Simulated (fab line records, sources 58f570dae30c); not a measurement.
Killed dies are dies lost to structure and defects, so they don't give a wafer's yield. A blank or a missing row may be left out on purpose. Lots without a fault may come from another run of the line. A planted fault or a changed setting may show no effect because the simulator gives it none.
Problem report in the 8D (eight disciplines) form, filled by code | flow berkeley_cmos170 | the parts of the form that need people (team, actions taken, sign-off) are left out

1. THE PROBLEM
strip_time_to_endpoint_s at UCB170_CONTACT_STRIP_06 reads a mean of 24.33 s on 9 wafers of 3 lots; wafers without a fault read 21.99 s with a standard deviation of 0.052. That is +45 standard deviations from the usual mean.
The step: strips in O2.
First seen on wafer L515.1, day 10 10:48, on plasma_asher-03. The record holds 45 wafers of 15 lots with a number at this step. Rule for "out", or "out of limits": more than 4 standard deviations from the usual mean. The other wafers with a number count as sound.

2. WHAT IT IS AND WHAT IT IS NOT
question                    | is                               | is not
which readings at this step | strip_time_to_endpoint_s         | drypump_motor_current_A, o2_flow_sccm, oes_product_au
which lots                  | L515, L517, L520                 | L501, L503, L504, L506, L507, L508, L510, L511, L512, L518, L519, L522
which wafers of those lots  | all that have a number           | -
read on which tools         | plasma_asher-03, plasma_asher-04 | -
when                        | from day 10 10:48                | up to then (27 sound wafers); but 9 sound wafers of L518, L519, L522 came after

3. SUSPECTS, AND WHAT RULES EACH OUT
Counting: a tool at a process step up to the reading stays a suspect if it ran every lot that is out and no sound lot after the first of them.
- plasma_asher-03 at UCB170_NVT_STRIP_08 (strips in O2): kept. It ran every lot that is out, first L515 (day 8 22:45), and no sound lot after that; its last sound lot up to then is L510 (day 8 06:37).
- litho_track-04 at UCB170_CONTACT_COAT_04 (resist thk 900 nm): kept. It ran every lot that is out, first L515 (day 10 10:30), and no sound lot after that; its last sound lot up to then is L510 (day 9 19:37).
Left after counting: plasma_asher-03 at UCB170_NVT_STRIP_08, litho_track-04 at UCB170_CONTACT_COAT_04.

4. THE CAUSE (what the simulator had put in)
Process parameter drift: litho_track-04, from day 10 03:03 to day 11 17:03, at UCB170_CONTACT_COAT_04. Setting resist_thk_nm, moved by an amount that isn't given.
Counting left 2 suspects, and this tool is among them.

5. THE CHAIN OF EFFECTS, in route order
Each row: a reading whose mean over the struck wafers that have a number lies more than 3 standard deviations from the usual. Only readings for which the record gives a usual standard deviation are gone through. hours: the time from each lot's start at the first step in this table that gives one to its start at this step, as a median over the lots. sigmas: the change in usual standard deviations.
hours | step                    | reading                  | usual   | on struck wafers | change | sigmas
0     | UCB170_CONTACT_STRIP_06 | strip_time_to_endpoint_s | 21.99 s | 24.33            | +2.34  | +45
The process steps in it:
- UCB170_CONTACT_STRIP_06: strips in O2.

6. WHAT WOULD HAVE CAUGHT IT SOONER
In this record the first reading out of limits was taken at day 10 10:48, 8 hours after the fault began at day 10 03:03.
Of the tool readings at UCB170_CONTACT_COAT_04 for which the record gives a usual standard deviation, none was out on any struck wafer, so an alarm limit of 4 standard deviations on them would not have fired.
Of the lots that are out (3), L517, L520 began UCB170_CONTACT_COAT_04 on litho_track-04 after day 10 10:48. A hold on the tool at that time would have spared those 2.
